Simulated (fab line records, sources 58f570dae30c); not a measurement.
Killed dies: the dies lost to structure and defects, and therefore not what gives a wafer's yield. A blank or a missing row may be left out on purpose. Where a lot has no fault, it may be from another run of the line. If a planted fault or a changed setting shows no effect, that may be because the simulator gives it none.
fab line records    flow berkeley_cmos170    part 1 of 2: steps 1 to 28 of 38
[record] lots = 5  wafers = 15  last_day = 11
route steps=331 shown CONTACT@235 M1@238 V1@254 M2@271
lots with no fault: from the same line, run without faults
start_h: hours from the record's opening day to when the first of the lot's shown wafers began    wait_h: how many hours have passed since the lot's step before this one    " repeats the value in the row above    L1.1+2: a single row standing in for several wafers    - no value, or no start given    * or withheld: withheld    < > ~ a bound
route shown NAME@n: a module of which the file shows steps, and the number in the route of the first    usual: the fault-free wafers' mean and standard deviation    same: alike in all rows    chamber/n: place in a boat    sites: the reading at each site    _std_site: how widely they spread, as a standard deviation    _edge_site: inner sites' mean taken away from outer sites' mean    radius_mm: how far each site lies from the wafer's centre    mask NAME#n: copy n    behind: tool/chamber where the wafer was last shaped    hold: what put the lot on hold/how long, in hours/how the hold closed    device: the transistor (n, p or np) that didn't switch    end of line: the tests these same wafers got at the end of their route    a step given without rows: its recipe and nothing more    killed: the dies lost at the first sort to structure and to defects; this is not the yield of the wafer    map: a wafer's dies, x killed, . not, _ none there
set.NAME: the run value of the setting; set.NAME@STEP: its run value at that earlier step    model.NAME: the simulator's own value behind a step, which no gauge read
a table for each step, a row for each wafer; lots at some steps of the route
services: the hour from which a tool's chamber was out of use, counted from the record's first day as start_h (under 0 if before that day), plus the number of hours and why
[[steps]]
[step UCB170_CONTACT_STRIP_19]
[recipe] chemistry = O2  power_w = 400  pressure_mtorr = 3500  platen_temp_c = withheld  o2_flow_sccm = 400  overash_fraction = 0.5
[usual] drypump_motor_current_A = 5.6/0.52  oes_product_au = 0.726/0.0046
lot.wafer  tool             chamber  start_h  wait_h  drypump_motor_current_A  oes_product_au  rf_hours_counter_h
L075.3     plasma_asher-01  1        149.64   -       6.1                      0.731           -
L075.5     "                1        "        "       6.1                      0.719           -
L075.6     "                0        "        "       5.2                      0.741           -
L077.1     plasma_asher-01  1        156.80   -       6.1                      0.729           45
L077.2     "                0        "        "       5.2                      0.725           45
L077.3     "                0        "        "       5.2                      0.729           -
L081.3     plasma_asher-03  1        186.25   -       6.1                      0.727           -
L081.4     "                0        "        "       6.1                      0.720           -
L081.5     "                1        "        "       6.0                      0.719           -
L085.1     plasma_asher-01  1        217.75   -       6.1                      0.723           52
L085.3     "                0        "        "       5.1                      0.718           -
L085.5     "                1        "        "       6.1                      0.731           -
L093.3     plasma_asher-01  0        244.62   -       5.2                      0.727           -
L093.4     "                1        "        "       6.1                      0.729           -
L093.6     "                0        "        "       5.1                      0.723           -
[step UCB170_CONTACT_CD_MEAS_90]
[recipe] target_cd_nm = 700
[usual] cd_nm = 699.4/1.7
lot.wafer  tool       chamber  start_h  wait_h  cd_nm
L075.3     cd_sem-01  -        149.75   0.1     700.8
L075.5     "          -        "        "       701.5
L075.6     "          -        "        "       700.2
L077.1     cd_sem-01  -        156.90   0.1     699.5
L077.2     "          -        "        "       700.0
L077.3     "          -        "        "       698.8
L081.3     cd_sem-01  -        186.36   0.1     699.0
L081.4     "          -        "        "       699.6
L081.5     "          -        "        "       697.2
L085.1     cd_sem-02  -        217.93   0.1     699.6
L085.3     "          -        "        "       701.2
L085.5     "          -        "        "       699.1
L093.3     cd_sem-01  -        244.73   0.1     700.4
L093.4     "          -        "        "       700.8
L093.6     "          -        "        "       699.7
[step UCB170_CONTACT_CLEAN_20]
[recipe] chemistry = SPM  temp_c = 120  time_s = 600
lot.wafer   tool          chamber  start_h  wait_h
L075.3+5+6  wet_bench-01  1        149.83   0.1
L077.1+2+3  wet_bench-01  1        157.02   0.1
L081.3+4+5  wet_bench-01  3        186.44   0.1
L085.1+3+5  wet_bench-02  2        218.05   0.1
L093.3+4+6  wet_bench-01  2        244.81   0.1
[step UCB170_M1_SPUTTER_00]
[recipe] material = Al  target_thk_nm = 600  time_s = 80  power_w = 6000  chamber_pressure_pa = 0.5
[usual] throttle_valve_pct = 29.8/0.87
lot.wafer  tool            chamber  start_h  wait_h  throttle_valve_pct
L075.3     pvd_sputter-03  -        150.00   0.0     29.8
L075.5     "               -        "        "       29.4
L075.6     "               -        "        "       31.2
L077.1     pvd_sputter-03  -        157.19   0.0     29.2
L077.2     "               -        "        "       31.5
L077.3     "               -        "        "       29.5
L081.3     pvd_sputter-04  -        186.61   0.0     29.5
L081.4     "               -        "        "       30.7
L081.5     "               -        "        "       29.8
L085.1     pvd_sputter-04  -        218.24   0.0     28.4
L085.3     "               -        "        "       29.5
L085.5     "               -        "        "       28.3
L093.3     pvd_sputter-02  -        244.98   0.0     28.8
L093.4     "               -        "        "       30.6
L093.6     "               -        "        "       30.1
[step UCB170_M1_RS_MEAS_01]
[recipe] thk_meas_gauge = four-point-probe  reads = Al_of_M1_SPUTTER_00
[usual] M1_AL_RS = 0.0482/0.00064
lot.wafer  tool           chamber  start_h  wait_h  M1_AL_RS[ohm/sq]
L075.3     film_metro-04  -        150.11   0.1     0.0481
L075.5     "              -        "        "       0.0471
L075.6     "              -        "        "       0.0466
L077.1     film_metro-02  -        157.26   0.0     0.0481
L077.2     "              -        "        "       0.0479
L077.3     "              -        "        "       0.0480
L081.3     film_metro-04  -        186.71   0.1     0.0487
L081.4     "              -        "        "       0.0483
L081.5     "              -        "        "       0.0491
L085.1     film_metro-01  -        218.31   0.0     0.0487
L085.3     "              -        "        "       0.0479
L085.5     "              -        "        "       0.0489
L093.3     film_metro-01  -        245.09   0.1     0.0483
L093.4     "              -        "        "       0.0486
L093.6     "              -        "        "       0.0486
[step UCB170_M1_THK_MEAS_02]
[recipe] thk_meas_gauge = xrf  reads = Al_of_M1_SPUTTER_00
[usual] M1_AL_THK = 604/8.4
lot.wafer  tool           chamber  start_h  wait_h  M1_AL_THK[nm]
L075.3     film_metro-04  -        150.21   0.1     604
L075.5     "              -        "        "       621
L075.6     "              -        "        "       627
L077.1     film_metro-02  -        157.38   0.1     608
L077.2     "              -        "        "       612
L077.3     "              -        "        "       606
L081.3     film_metro-04  -        186.81   0.1     602
L081.4     "              -        "        "       604
L081.5     "              -        "        "       600
L085.1     film_metro-01  -        218.43   0.1     591
L085.3     "              -        "        "       602
L085.5     "              -        "        "       589
L093.3     film_metro-01  -        245.19   0.1     599
L093.4     "              -        "        "       596
L093.6     "              -        "        "       597
[step UCB170_M1_COAT_03]
[recipe] resist = BARC  temp_c = withheld  time_s = withheld  spin_rpm = 3000  resist_thk_nm = withheld
lot.wafer   tool            chamber  start_h  wait_h
L075.3+5+6  litho_track-01  0        150.30   0.1
L077.1+2+3  litho_track-01  0        157.44   0.1
L081.3+4+5  litho_track-04  0        186.90   0.1
L085.1+3+5  litho_track-02  0        218.60   0.2
L093.3+4+6  litho_track-04  0        245.44   0.2
[step UCB170_M1_COAT_04]
[recipe] resist = KrF  spin_rpm = 1500  resist_thk_nm = 900
lot.wafer   tool            chamber  start_h  wait_h
L075.3+5+6  litho_track-01  0        -        -
L077.1+2+3  litho_track-01  0        -        -
L081.3+4+5  litho_track-04  0        -        -
L085.1+3+5  litho_track-02  0        -        -
L093.3+4+6  litho_track-04  0        -        -
[step UCB170_M1_SOFTBAKE_05]
[recipe] resist = KrF  temp_c = 130  time_s = 60
[usual] heater_power_total_W = 56.80/0.046
lot.wafer  tool            chamber  start_h  wait_h  heater_power_total_W
L075.3     litho_track-01  0        -        -       56.87
L075.5     "               0        "        "       56.85
L075.6     "               0        "        "       56.87
L077.1     litho_track-01  0        -        -       56.79
L077.2     "               0        "        "       56.72
L077.3     "               0        "        "       56.77
L081.3     litho_track-04  0        -        -       56.73
L081.4     "               0        "        "       56.89
L081.5     "               0        "        "       56.77
L085.1     litho_track-02  0        -        -       56.82
L085.3     "               0        "        "       56.87
L085.5     "               0        "        "       56.85
L093.3     litho_track-04  0        -        -       56.74
L093.4     "               0        "        "       56.76
L093.6     "               0        "        "       56.80
[step UCB170_M1_EXPOSE_06]
[recipe] mask_id = METAL1  target_cd_nm = 700  na = 0.5  sigma_outer = 0.6  source_shape = conventional  dose_mj = 21
[usual] stage_vel_mm_s = 500.03/0.24
[same] na = 0.5
lot.wafer  tool            chamber  start_h  wait_h  mask      stage_vel_mm_s
L075.3     krf_scanner-01  0        150.74   -       METAL1#0  499.95
L075.5     "               0        "        "       METAL1#0  500.04
L075.6     "               0        "        "       METAL1#0  500.04
L077.1     krf_scanner-01  0        157.89   -       METAL1#0  500.09
L077.2     "               0        "        "       METAL1#0  499.71
L077.3     "               0        "        "       METAL1#0  499.64
L081.3     krf_scanner-01  0        187.34   -       METAL1#0  500.13
L081.4     "               0        "        "       METAL1#0  500.04
L081.5     "               0        "        "       METAL1#0  500.44
L085.1     krf_scanner-02  0        219.30   -       METAL1#0  500.34
L085.3     "               0        "        "       METAL1#0  500.16
L085.5     "               0        "        "       METAL1#0  500.04
L093.3     krf_scanner-01  0        245.88   -       METAL1#0  499.84
L093.4     "               0        "        "       METAL1#0  500.19
L093.6     "               0        "        "       METAL1#0  499.74
[step UCB170_M1_PEB_07]
[recipe] peb_temp_c = 130  peb_time_s = withheld  resist = KrF
[usual] heater_power_total_W = 56.80/0.042
lot.wafer  tool            chamber  start_h  wait_h  heater_power_total_W
L075.3     litho_track-04  0        150.87   0.1     56.78
L075.5     "               0        "        "       56.81
L075.6     "               0        "        "       56.90
L077.1     litho_track-02  0        158.01   0.1     56.86
L077.2     "               0        "        "       56.85
L077.3     "               0        "        "       56.80
L081.3     litho_track-04  0        187.47   0.1     56.85
L081.4     "               0        "        "       56.86
L081.5     "               0        "        "       56.76
L085.1     litho_track-01  0        219.71   0.4     56.84
L085.3     "               0        "        "       56.72
L085.5     "               0        "        "       56.75
L093.3     litho_track-02  0        246.15   0.3     56.89
L093.4     "               0        "        "       56.77
L093.6     "               0        "        "       56.79
[step UCB170_M1_DEVELOP_08]
[recipe] developer = TMAH  develop_time_s = 45  resist = KrF  dev_temp_c = 21
lot.wafer   tool            chamber  start_h  wait_h
L075.3+5+6  litho_track-04  0        -        -
L077.1+2+3  litho_track-02  0        -        -
L081.3+4+5  litho_track-04  0        -        -
L085.1+3+5  litho_track-01  0        -        -
L093.3+4+6  litho_track-02  0        -        -
[step UCB170_M1_CD_MEAS_09]
[recipe] target_cd_nm = 700
[usual] cd_nm = 700.6/1.4
lot.wafer  tool       chamber  start_h  wait_h  cd_nm
L075.3     cd_sem-01  -        151.13   -       701.9
L075.5     "          -        "        "       702.6
L075.6     "          -        "        "       702.1
L077.1     cd_sem-01  -        158.28   -       701.2
L077.2     "          -        "        "       701.7
L077.3     "          -        "        "       702.4
L081.3     cd_sem-01  -        187.74   -       696.9
L081.4     "          -        "        "       697.5
L081.5     "          -        "        "       698.4
L085.1     cd_sem-02  -        219.99   -       702.0
L085.3     "          -        "        "       701.4
L085.5     "          -        "        "       702.3
L093.3     cd_sem-02  -        246.42   -       700.1
L093.4     "          -        "        "       701.0
L093.6     "          -        "        "       702.6
[step UCB170_M1_OVL_MEAS_10]
[usual] M1_OVL = -2/5.1
lot.wafer  tool        chamber  start_h  wait_h  M1_OVL[nm]
L075.3     overlay-01  -        151.22   0.1     -2
L075.5     "           -        "        "       1
L075.6     "           -        "        "       -8
L077.1     overlay-01  -        158.40   0.1     -8
L077.2     "           -        "        "       -2
L077.3     "           -        "        "       -7
L081.3     overlay-02  -        187.83   0.1     1
L081.4     "           -        "        "       6
L081.5     "           -        "        "       0
L085.1     overlay-01  -        220.11   0.1     -9
L085.3     "           -        "        "       -8
L085.5     "           -        "        "       -6
L093.3     overlay-01  -        246.51   0.1     0
L093.4     "           -        "        "       -3
L093.6     "           -        "        "       -12
[step UCB170_M1_ETCH_11]
[recipe] chemistry = N2/H2  target_depth_a = withheld  overetch_a = withheld  target = BARC  time_s = withheld  source_w = 500  bias_w = 100  pressure_mtorr = 30  n2_flow_sccm = 100  h2_flow_sccm = 200
[usual] drypump_motor_current_A = 5.7/0.34  oes_product_au = 0.993/0.027  throttle_valve_pct = 13.31/0.13
lot.wafer  tool         chamber  start_h  wait_h  drypump_motor_current_A  oes_product_au  throttle_valve_pct
L075.3     rie_diel-03  3        151.25   0.0     5.8                      1.005           13.31
L075.5     "            1        "        "       6.4                      0.952           13.25
L075.6     "            2        "        "       6.1                      1.004           13.24
L077.1     rie_diel-03  1        158.44   0.0     6.4                      0.957           13.26
L077.2     "            0        "        "       5.6                      0.952           13.25
L077.3     "            3        "        "       5.8                      1.001           13.29
L081.3     rie_diel-01  3        187.85   0.0     5.8                      1.028           13.35
L081.4     "            3        "        "       5.8                      1.037           13.35
L081.5     "            1        "        "       5.9                      1.024           13.52
L085.1     rie_diel-04  2        220.14   0.0     5.7                      1.028           13.35
L085.3     "            3        "        "       5.2                      0.979           13.24
L085.5     "            0        "        "       5.2                      0.998           13.11
L093.3     rie_diel-04  3        246.53   0.0     5.2                      0.976           13.25
L093.4     "            0        "        "       5.2                      1.003           13.10
L093.6     "            0        "        "       5.2                      0.999           13.09
[step UCB170_M1_METAL_ETCH_12]
[recipe] chemistry = Cl2/BCl3  target = Al  stop_on = PSG  pressure_mtorr = 12  target_depth_a = 7800  over_etch_frac = 0.3  time_s = 130  icp_w = 600  bias_w = 120  Cl2_flow_sccm = 90  bcl3_flow_sccm = 45
[usual] bcl3_flow_sccm = 45.01/0.15  drypump_motor_current_A = 5.8/0.58  oes_product_au = 0.866/0.016  throttle_valve_pct = 24.52/0.25
lot.wafer  tool          chamber  start_h  wait_h  bcl3_flow_sccm  drypump_motor_current_A  oes_product_au  rf_hours_counter_h  throttle_valve_pct
L075.3     rie_metal-03  0        151.33   -       45.08           5.1                      0.876           -                   24.51
L075.5     "             1        "        "       45.12           5.8                      0.891           -                   24.14
L075.6     "             0        "        "       44.94           5.1                      0.912           -                   24.51
L077.1     rie_metal-04  1        158.48   -       44.77           6.6                      0.852           6                   24.72
L077.2     "             0        "        "       44.85           5.7                      0.871           4                   24.56
L077.3     "             1        "        "       45.01           6.6                      0.849           -                   24.70
L081.3     rie_metal-02  0        187.94   -       44.95           4.9                      0.874           -                   24.89
L081.4     "             1        "        "       44.87           5.8                      0.854           -                   24.21
L081.5     "             1        "        "       44.83           5.8                      0.841           -                   24.21
L085.1     rie_metal-04  1        220.19   -       45.03           6.6                      0.846           8                   24.71
L085.3     "             0        "        "       45.01           5.6                      0.867           -                   24.57
L085.5     "             0        "        "       44.92           5.7                      0.867           -                   24.55
L093.3     rie_metal-03  0        246.62   -       44.98           5.1                      0.861           -                   24.44
L093.4     "             1        "        "       45.00           5.8                      0.867           -                   24.15
L093.6     "             1        "        "       44.79           5.8                      0.879           -                   24.17
[step UCB170_M1_STRIP_13]
[recipe] chemistry = O2  power_w = 400  pressure_mtorr = 3500  platen_temp_c = withheld  o2_flow_sccm = 387.3  overash_fraction = 0.5
[usual] drypump_motor_current_A = 5.8/0.4  oes_product_au = 0.717/0.0046
lot.wafer  tool             chamber  start_h  wait_h  drypump_motor_current_A  oes_product_au  rf_hours_counter_h
L075.3     plasma_asher-02  1        151.46   0.1     5.4                      0.719           -
L075.5     "                0        "        "       6.3                      0.708           -
L075.6     "                1        "        "       5.4                      0.712           -
L077.1     plasma_asher-01  1        158.62   0.1     6.1                      0.724           45
L077.2     "                0        "        "       5.2                      0.720           45
L077.3     "                0        "        "       5.1                      0.717           -
L081.3     plasma_asher-03  1        188.06   0.1     6.0                      0.722           -
L081.4     "                0        "        "       6.1                      0.712           -
L081.5     "                1        "        "       6.0                      0.721           -
L085.1     plasma_asher-03  0        220.32   0.1     6.1                      0.717           8
L085.3     "                0        "        "       6.1                      0.724           -
L085.5     "                1        "        "       6.0                      0.721           -
L093.3     plasma_asher-02  0        246.74   0.1     6.3                      0.720           -
L093.4     "                1        "        "       5.4                      0.721           -
L093.6     "                1        "        "       5.4                      0.720           -
[step UCB170_M1_CD_MEAS_90]
[recipe] target_cd_nm = 700
[usual] cd_nm = 700/3.4
lot.wafer  tool       chamber  start_h  wait_h  cd_nm
L075.3     cd_sem-02  -        151.56   0.1     699
L075.5     "          -        "        "       703
L075.6     "          -        "        "       699
L077.1     cd_sem-02  -        158.72   0.1     697
L077.2     "          -        "        "       708
L077.3     "          -        "        "       700
L081.3     cd_sem-01  -        188.27   0.2     697
L081.4     "          -        "        "       694
L081.5     "          -        "        "       699
L085.1     cd_sem-01  -        220.42   0.1     696
L085.3     "          -        "        "       705
L085.5     "          -        "        "       706
L093.3     cd_sem-01  -        246.85   0.1     698
L093.4     "          -        "        "       700
L093.6     "          -        "        "       700
[step UCB170_M1_ANNEAL_14]
[recipe] temp_c = 400  time_s = 1200  ambient = forming_gas
lot.wafer   tool  chamber  start_h  wait_h
L075.3+5+6  -     -        155.49   3.9
L077.1+2+3  -     -        161.66   2.9
L081.3+4+5  -     -        192.00   3.7
L085.1+3+5  -     -        222.19   1.8
L093.3+4+6  -     -        249.89   3.0
[step UCB170_V1_CVD_00]
[recipe] material = SiO2  target_thk_nm = 2000  temp_c = 390  precursor = TEOS/O2  time_s = 250  rf_w = 550  pressure_mtorr = 9000
[usual] heater_power_w = 259/58
lot.wafer  tool      chamber  start_h  wait_h  heater_power_w
L075.3     pecvd-01  0        156.82   0.0     197
L075.5     "         2        "        "       248
L075.6     "         1        "        "       275
L077.1     pecvd-01  1        162.99   0.0     280
L077.2     "         2        "        "       258
L077.3     "         0        "        "       164
L081.3     pecvd-02  0        193.33   0.0     268
L081.4     "         2        "        "       237
L081.5     "         0        "        "       207
L085.1     pecvd-04  1        223.52   0.0     284
L085.3     "         0        "        "       368
L085.5     "         1        "        "       202
L093.3     pecvd-04  2        251.38   0.2     295
L093.4     "         2        "        "       241
L093.6     "         1        "        "       203
[step UCB170_V1_THK_MEAS_01]
[recipe] reads = SiO2_of_V1_CVD_00
[usual] V1_TEOS_THK = 2000/29
lot.wafer  tool           chamber  start_h  wait_h  V1_TEOS_THK[nm]
L075.3     film_metro-03  -        157.00   0.1     1989
L075.5     "              -        "        "       1980
L075.6     "              -        "        "       1973
L077.1     film_metro-03  -        163.14   0.1     1976
L077.2     "              -        "        "       1987
L077.3     "              -        "        "       1990
L081.3     film_metro-04  -        193.51   0.1     2033
L081.4     "              -        "        "       2012
L081.5     "              -        "        "       2078
L085.1     film_metro-04  -        223.68   0.1     2005
L085.3     "              -        "        "       2038
L085.5     "              -        "        "       2048
L093.3     film_metro-02  -        251.55   0.1     1988
L093.4     "              -        "        "       1979
L093.6     "              -        "        "       2016
[step UCB170_V1_CMP_02]
[recipe] material = SiO2  down_force_psi = 6  platen_rpm = 60  pad_velocity_m_s = 0.75398
[usual] motor_current_A = 16.2/1.9  slurry_filter_dp_kPa = 13.50/0.13
lot.wafer  tool    chamber  start_h  wait_h  motor_current_A  slurry_filter_dp_kPa
L075.3     cmp-02  2        157.04   0.0     14.7             13.47
L075.6     "       2        "        "       14.8             13.25
L075.5     "       3        "        "       14.7             13.54
L077.3     cmp-02  2        163.25   0.1     15.1             13.63
L077.1     "       3        "        "       15.5             13.32
L077.2     "       0        "        "       15.6             13.42
L081.4     cmp-01  0        193.60   0.1     16.8             13.50
L081.3     "       1        "        "       13.8             13.42
L081.5     "       0        "        "       17.9             13.27
L085.3     cmp-02  0        223.79   0.1     15.3             13.44
L085.1     "       2        "        "       14.1             13.74
L085.5     "       3        "        "       14.7             13.55
L093.3     cmp-01  3        251.74   0.2     19.7             13.39
L093.4     "       1        "        "       14.5             13.63
L093.6     "       0        "        "       17.4             13.45
[step UCB170_V1_BOW_MEAS_03]
[recipe] mode = bow
[usual] V1_BOW = 18/7.1
lot.wafer  tool           chamber  start_h  wait_h  V1_BOW[um]
L075.3     film_metro-03  -        157.43   0.3     10
L075.5     "              -        "        "       13
L075.6     "              -        "        "       24
L077.1     film_metro-02  -        163.50   0.1     24
L077.2     "              -        "        "       12
L077.3     "              -        "        "       6
L081.3     film_metro-02  -        193.89   0.2     11
L081.4     "              -        "        "       9
L081.5     "              -        "        "       15
L085.1     film_metro-03  -        224.04   0.1     27
L085.3     "              -        "        "       33
L085.5     "              -        "        "       33
L093.3     film_metro-04  -        252.08   0.3     33
L093.4     "              -        "        "       22
L093.6     "              -        "        "       5
[step UCB170_V1_THK_MEAS_04]
[recipe] reads = SiO2_of_V1_CVD_00
[usual] V1_POLISHED_THK = 999.7/1.5
lot.wafer  tool           chamber  start_h  wait_h  V1_POLISHED_THK[nm]
L075.3     film_metro-03  -        157.53   0.1     999.2
L075.5     "              -        "        "       998.8
L075.6     "              -        "        "       998.3
L077.1     film_metro-02  -        163.62   0.1     1001.6
L077.2     "              -        "        "       996.8
L077.3     "              -        "        "       1000.3
L081.3     film_metro-02  -        193.99   0.1     1000.0
L081.4     "              -        "        "       999.7
L081.5     "              -        "        "       999.0
L085.1     film_metro-03  -        224.16   0.1     999.2
L085.3     "              -        "        "       996.8
L085.5     "              -        "        "       1000.0
L093.3     film_metro-04  -        252.18   0.1     1000.5
L093.4     "              -        "        "       999.0
L093.6     "              -        "        "       998.2
[step UCB170_V1_CLEAN_05]
[recipe] chemistry = DIW
lot.wafer   tool          chamber  start_h  wait_h
L075.3+5+6  wet_bench-02  3        158.54   1.0
L077.1+2+3  wet_bench-02  1        165.06   1.4
L081.3+4+5  wet_bench-04  0        194.09   0.1
L085.1+3+5  wet_bench-03  2        224.46   0.3
L093.3+4+6  wet_bench-03  1        252.25   0.1
[step UCB170_V1_HMDS_06]
[recipe] prime_time_s = 60  prime_temp_c = 100
[same] prime_time_s = 60
lot.wafer   tool            chamber  start_h  wait_h
L075.3+5+6  litho_track-03  0        158.78   0.1
L077.1+2+3  litho_track-02  0        165.24   0.0
L081.3+4+5  litho_track-02  0        194.32   0.1
L085.1+3+5  litho_track-02  0        224.69   0.0
L093.3+4+6  litho_track-01  0        252.80   0.4
[step UCB170_V1_COAT_07]
[recipe] resist = KrF  spin_rpm = 1500  resist_thk_nm = 900
lot.wafer   tool            chamber  start_h  wait_h
L075.3+5+6  litho_track-03  0        158.93   0.1
L077.1+2+3  litho_track-02  0        165.39   0.1
L081.3+4+5  litho_track-02  0        194.47   0.1
L085.1+3+5  litho_track-02  0        224.84   0.1
L093.3+4+6  litho_track-01  0        252.95   0.1
[step UCB170_V1_SOFTBAKE_08]
[recipe] resist = KrF  temp_c = 130  time_s = 60
[usual] heater_power_total_W = 56.81/0.044
lot.wafer  tool            chamber  start_h  wait_h  heater_power_total_W
L075.3     litho_track-03  0        159.08   0.1     56.79
L075.5     "               0        "        "       56.81
L075.6     "               0        "        "       56.79
L077.1     litho_track-02  0        165.54   0.1     56.78
L077.2     "               0        "        "       56.82
L077.3     "               0        "        "       56.82
L081.3     litho_track-02  0        194.62   0.1     56.88
L081.4     "               0        "        "       56.78
L081.5     "               0        "        "       56.83
L085.1     litho_track-02  0        224.99   0.1     56.87
L085.3     "               0        "        "       56.82
L085.5     "               0        "        "       56.77
L093.3     litho_track-01  0        253.10   0.1     56.83
L093.4     "               0        "        "       56.78
L093.6     "               0        "        "       56.80
